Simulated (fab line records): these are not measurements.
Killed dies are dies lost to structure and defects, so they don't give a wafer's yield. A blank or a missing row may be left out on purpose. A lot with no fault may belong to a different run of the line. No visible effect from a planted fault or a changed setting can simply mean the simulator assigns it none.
A single fault, viewed from 2 desks	flow berkeley-cmos170	each desk holds nothing but its own numbers, with what lay behind them at the end

## AT THE METROLOGY DESK
Means of the sampled wafers that have a number, per lot and without regard to the tool the lot ran on: this is what the gauges read. Any lot whose mean is over 4 standard deviations away from the usual mean is out of limits and marked OUT; that distance is given in the brackets.
Columns: A = GATE_OXIDE_THK at UCB170_GATE_THK_MEAS_02, usual 6.51 nm
lot	first seen here	A
L832	day 7 09:32	6.51
L830	day 7 09:35	6.51
L833	day 7 09:35	6.50
L834	day 8 02:34	6.40
L835	day 8 02:34	6.49
L836	day 8 12:46	6.55
L838	day 8 22:52	7.92 (+15) OUT
L837	day 8 22:53	7.94 (+15) OUT
L840	day 9 09:53	6.49
L842	day 9 19:22	6.58
L851	day 11 18:28	6.44
L849	day 11 18:28	6.47
L850	day 11 18:29	6.48
L852	day 12 00:22	6.61
This desk's finding: out of limits on L837, L838; first on L838, day 8 22:52 (GATE_OXIDE_THK at UCB170_GATE_THK_MEAS_02). L832, L830, L833, L834, L835, L836, L840, L842, L851, L849, L850, L852: within limits.

## FOR THE TOOL OWNER'S DESK: furnace-01
The tool's own readings at UCB170_GATE_OXIDATION_01 (target thk 6.6 nm, ox time 1800 s): means of the sampled wafers that have a number, for each lot that ran on this tool. Any lot whose mean is over 4 standard deviations away from the usual mean is out of limits and marked OUT; that distance is given in the brackets.
Columns: A = spike-tc-centre-C at UCB170_GATE_OXIDATION_01, usual 852.1 C; B = spike-tc-load-C at UCB170_GATE_OXIDATION_01, usual 875 C; C = spike-tc-source-C at UCB170_GATE_OXIDATION_01, usual 871.2 C; D = tube-center-temp-C at UCB170_GATE_OXIDATION_01, usual 850.01 C; E = tube_center_temp_C_max at UCB170_GATE_OXIDATION_01, usual 852.2
lot	first seen here	A	B	C	D	E
L830	day 7 08:02	850.9	878	872.5	850.04	852.2
L832	day 7 08:02	851.0	877	872.2	849.91	852.5
L833	day 7 08:02	851.5	878	873.3	850.03	852.2
L834	day 8 01:04	851.5	878	872.5	850.03	852.0
L835	day 8 01:04	850.8	877	873.4	850.02	852.2
L837	day 8 21:22	867.6 (+11) OUT	894 (+5.7) OUT	888.9 (+9.3) OUT	865.98 (+99 or more) OUT	868.0 (+40) OUT
L838	day 8 21:22	867.3 (+11) OUT	894 (+5.6) OUT	889.9 (+9.8) OUT	866.02 (+99 or more) OUT	868.6 (+42) OUT
This desk finds L837, L838 out of limits, L837 being first, at day 8 21:22 (spike-tc-centre-C at UCB170_GATE_OXIDATION_01). L830, L832, L833, L834, L835: within limits.

## BROUGHT TOGETHER
The tool owner's desk could have raised an alarm at day 8 21:22, on L837, L838.
L837, L838 would have let the metrology desk raise an alarm at day 8 22:52.
Of the lots named, all ran UCB170_GATE_OXIDATION_01 on furnace-01.

## WHAT WAS PUT IN BY THE SIMULATOR
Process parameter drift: furnace-01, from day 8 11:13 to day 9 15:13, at UCB170_GATE_OXIDATION_01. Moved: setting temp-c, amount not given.
Shown lots that were struck: L837, L838.
Counting hours from when the fault started, the first reading out of limits came at 10 for the tool owner's desk and at 12 for the metrology desk.
